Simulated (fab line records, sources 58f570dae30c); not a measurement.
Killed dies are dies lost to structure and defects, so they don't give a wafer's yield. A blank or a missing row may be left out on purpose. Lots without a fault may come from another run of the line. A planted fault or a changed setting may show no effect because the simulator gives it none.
Problem report in the 8D (eight disciplines) form, filled by code | flow berkeley_cmos170 | the parts of the form that need people (team, actions taken, sign-off) are left out

1. THE PROBLEM
PSD_TW at UCB170_PSD_TW_MEAS_10 reads a mean of 1750 on 6 wafers of 2 lots; wafers without a fault read 2339 with a standard deviation of 36. That is -16 standard deviations from the usual mean.
First seen on wafer L711.3, day 10 14:47, on film_metro-03. The record holds 42 wafers of 14 lots with a number at this step. Rule for "out", or "out of limits": more than 4 standard deviations from the usual mean. The other wafers with a number count as sound.

2. WHAT IT IS AND WHAT IT IS NOT
question                    | is                           | is not
which readings at this step | PSD_TW                       | -
which lots                  | L711, L716                   | L701, L704, L705, L706, L708, L710, L717, L718, L719, L720, L722, L723
which wafers of those lots  | all that have a number       | -
read on which gauges        | film_metro-02, film_metro-03 | film_metro-01
when                        | from day 10 14:47            | up to then (18 sound wafers); but 18 sound wafers of L717, L718, L719, L720, L722, L723 came after

3. SUSPECTS, AND WHAT RULES EACH OUT
Counting: a tool at a process step up to the reading stays a suspect if it ran every lot that is out and no sound lot after the first of them.
- the gauge at UCB170_PSD_TW_MEAS_10: ruled out. The wafers that are out were read on 2 gauges (film_metro-02, film_metro-03).
- implanter-03 at UCB170_PSD_IMPLANT_08: kept. It ran every lot that is out, first L711 (day 10 14:34), and no sound lot after that; its last sound lot up to then is L710 (day 10 14:11). Its own readings are out on those wafers: dose_ions_cm2, end_station_pressure_torr, faraday_current_uA.
Left after counting: implanter-03 at UCB170_PSD_IMPLANT_08.

4. THE CAUSE (what the simulator had put in)
Process parameter drift: implanter-03, from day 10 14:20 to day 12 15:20, at UCB170_PSD_IMPLANT_08. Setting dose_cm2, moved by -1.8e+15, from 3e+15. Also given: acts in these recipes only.
Counting left only this tool.

5. THE CHAIN OF EFFECTS, in route order
Each row: a reading whose mean over the struck wafers that have a number lies more than 3 standard deviations from the usual. Only readings for which the record gives a usual standard deviation are gone through. hours: the time from each lot's start at the first step in this table that gives one to its start at this step, as a median over the lots. sigmas: the change in usual standard deviations.
hours | step                       | reading                   | usual         | on struck wafers | change    | sigmas
0     | UCB170_PSD_IMPLANT_08      | dose_ions_cm2             | 3e+15         | 1e+15            | -2e+15    | -99 or more
0     | UCB170_PSD_IMPLANT_08      | end_station_pressure_torr | 1.26e-05 Torr | 8.32e-06         | -4.28e-06 | -6.4
0     | UCB170_PSD_IMPLANT_08      | faraday_current_uA        | 9261          | 3712             | -5549     | -29
0     | UCB170_PSD_STRIP_09        | oes_product_au            | 0.600 a.u.    | 0.729            | +0.129    | +31
0     | UCB170_PSD_STRIP_09        | strip_time_to_endpoint_s  | 29.40 s       | 21.62            | -7.77     | -99 or more
0     | UCB170_PSD_TW_MEAS_10      | PSD_TW                    | 2339          | 1750             | -589      | -16
4     | UCB170_SDANNEAL_RS_MEAS_02 | PSD_RS                    | 75.54 ohm/sq  | 144.73           | +69.19    | +99 or more
The process steps in it:
- UCB170_PSD_IMPLANT_08
- UCB170_PSD_STRIP_09: strips in O2.
Later measuring or inspecting steps at which every struck wafer that the step has a row for has a number for every such reading, and none has moved that far: UCB170_NSD_OVL_MEAS_07.

6. WHAT WOULD HAVE CAUGHT IT SOONER
In this record the first reading out of limits at a measuring or inspecting step was taken at day 10 14:47, 0 hours after the fault began at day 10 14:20.
The tool's own readings at UCB170_PSD_IMPLANT_08 were out on every struck wafer that the step has a row for (dose_ions_cm2, end_station_pressure_torr, faraday_current_uA): an alarm limit on them would have fired on the first of those.
Of the lots that are out (2), L716 began UCB170_PSD_IMPLANT_08 on implanter-03 after day 10 14:47. A hold on the tool at that time would have spared it.
